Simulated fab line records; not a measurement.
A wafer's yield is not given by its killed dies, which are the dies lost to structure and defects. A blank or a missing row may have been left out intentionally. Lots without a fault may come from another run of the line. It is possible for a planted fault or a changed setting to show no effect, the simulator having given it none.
A lot that was struck, set against a sound lot    flow rit cmos    14 out of 202 route steps
Sound: the wafers L571.2, L571.3, L571.6. Wafers L574.1, L574.3, L574.4 were the ones struck. The cause is named last.
Per side, at each step with rows, come the tool, then ch with its chambers, and then its first start. Under that, the readings that differ: sound wafers    struck wafers    difference of the means    sigmas: that difference in standard deviations of wafers without a fault.
alike: same words and numbers on both sides, and readings whose means sit less than 2 such deviations apart. not compared: any withheld reading, any reading some wafer has no value for, any bound like >300 that may hide the same value, and any number with overlapping values for which the record gives no deviation.
Wherever a step has rows on one side only, a row that says differs or no value, or a row with sigmas, the two part there. Numbers that have no deviation but don't overlap get no sigmas and don't part them. Lack of a reading on every wafer of one side parts them only where that side has two or more wafers.

first, 2 steps without rows for these wafers: RIT_FOX2_CLEAN_02 (cleans in dHF, time 180 s); RIT_FOX2_WET_ETCH_03 (etches Si3N4 in H3PO4, target depth 195 nm, time 2700 s).
RIT_FOX2_THK_MEAS_90:
  sound on film metro-02 at day 2 02:11; struck on film metro-02 at day 2 17:11
  alike: FIELD_OXIDE_LEFT_1_THK
then, 6 steps without rows for these wafers: RIT_NWELL_HMDS_00 (prime time 60 s); RIT_NWELL_COAT_01 (resist thk 1300 nm); RIT_NWELL_SOFTBAKE_02 (time 60 s); RIT_NWELL_EXPOSE_03 (exposes mask M2, target cd 43900 nm); RIT_NWELL_PEB_04; RIT_NWELL_DEVELOP_05 (develop time 68 s).
RIT_NWELL_OVL_MEAS_06:
  sound on overlay-01 at day 2 03:33; struck on overlay-01 at day 2 18:16
  alike: NWELL_OVL
then, 2 steps without rows for these wafers: RIT_NWELL_HARDBAKE_07 (time 120 s); RIT_NWELL_IMPLANT_08.
RIT_NWELL_STRIP_09: strips in O2, time 180 s.
  sound on plasma asher-04 ch 0, day 2 04:24; struck on plasma asher-04 ch 0,1, day 2 18:41
reading                                     sound              struck             difference  sigmas
run length s (s)                            208.3 208.6 208.1  72.6 72.5 72.2     -135.9      -99 or more
model.NOVOLAK_of_NWELL_COAT_01.thk nm (nm)  0 0 0              335.2 335.2 335.9  +335.4      
  alike: drypump motor current A
  not compared: rf hours counter h
RIT_NWELL_TW_MEAS_10:
  sound on film metro-01 at day 2 04:35; struck on film metro-04 at day 2 18:52
  alike: NWELL_TW

WHERE THEY PART
Only at RIT_NWELL_STRIP_09, within this record. Later steps at which nothing parts them and some readings are alike: RIT_NWELL_TW_MEAS_10.

WHY: the cause the simulator had injected
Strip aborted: plasma asher-04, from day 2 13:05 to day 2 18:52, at RIT_NWELL_STRIP_09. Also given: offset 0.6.
